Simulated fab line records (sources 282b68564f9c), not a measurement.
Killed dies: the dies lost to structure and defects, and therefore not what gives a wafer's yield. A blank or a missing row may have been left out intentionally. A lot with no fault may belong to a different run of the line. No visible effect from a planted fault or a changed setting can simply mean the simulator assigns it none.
Comparing a struck lot with a sound one | flow ritCmos | 14 steps out of a route of 202
Sound: wafers L139.1, L139.5, L139.6. Wafers L134.2, L134.3, L134.6 were the ones struck. The cause comes at the end.
At each step with rows: each side's tool, then ch and its chambers, then its first start. Under that, the readings that differ: sound wafers | struck wafers | difference of the means | sigmas: that difference in standard deviations of wafers without a fault.
alike: words and numbers the same on both sides, and readings whose means are apart by under 2 such deviations; not compared: readings that were withheld, readings missing a value for some wafer, numbers with overlapping values and no deviation given by the record, and bounds like >300 which may hide the same value.
Wherever a step has rows on one side only, a row that says differs or no value, or a row with sigmas, the two part there. When numbers do not overlap yet have no deviation, they are printed without sigmas and do not part them. A reading missing from all wafers of one side parts the sides only when that side holds two or more wafers.

RIT_PLDD_TW_MEAS_10:
  struck on filmMetro-04, day 5 04:13; sound on filmMetro-04, day 6 04:47
  alike: PLDD_TW
then, 4 steps without rows for these wafers: RIT_SPACER_CLEAN_00 (cleans in SC1, time 600 s); RIT_SPACER_CLEAN_01 (cleans in dHF, time 28.53 s); RIT_SPACER_CLEAN_02 (cleans in SC2, time 600 s); RIT_SPACER_CVD_03 (deposits Si3N4 from SiH2Cl2/NH3, target thk 250 nm, time 3300 s).
RIT_SPACER_THK_MEAS_04:
  struck on filmMetro-03, day 5 06:34; sound on filmMetro-01, day 6 08:05
reading                 | sound             | struck            | difference | sigmas
SPACER_NITRIDE_THK (nm) | 249.1 251.0 249.6 | 244.7 244.3 244.9 | -5.3       | -2
RIT_SPACER_ETCHBACK_05: etches Si3N4 in SF6/CHF3, stops on SiO2, target depth 250 nm, time 240 s.
  sound on rieDiel-02 ch 0,2,3, day 6 08:08; struck on rieDiel-04 ch 0,1,2, day 5 06:37
  alike: drypumpMotorCurrentA, oesProductAu, throttleValvePct
  not compared: rfHoursCounterH
then, 5 steps without rows for these wafers: RIT_NSD_HMDS_00 (prime time 60 s); RIT_NSD_COAT_01 (resist thk 1000 nm); RIT_NSD_SOFTBAKE_02 (time 60 s); RIT_NSD_EXPOSE_03 (exposes mask M9, target cd 40700 nm); RIT_NSD_PEB_04.
RIT_NSD_DEVELOP_05: develop time 50 s.
  sound on lithoTrack-02 ch 0, day 6 09:00; struck on lithoTrack-03, day 5 07:00
  no value came back on the struck wafers for chillPlateTempC (C), developTimeS (s), resistLineTempC (C); on the sound wafers chillPlateTempC (C) reads 22.95 23.05 22.95
RIT_NSD_OVL_MEAS_06:
  struck on overlay-01, day 5 07:37; sound on overlay-01, day 6 09:16
reading      | sound          | struck | difference                    | sigmas
NSD_OVL (nm) | -0.9 -1.5 -0.4 | - - -  | no value on the struck wafers | 

WHERE THEY PART
Earliest at RIT_SPACER_THK_MEAS_04; latest, in this record, at RIT_NSD_OVL_MEAS_06.

WHY: what had been put in by the simulator
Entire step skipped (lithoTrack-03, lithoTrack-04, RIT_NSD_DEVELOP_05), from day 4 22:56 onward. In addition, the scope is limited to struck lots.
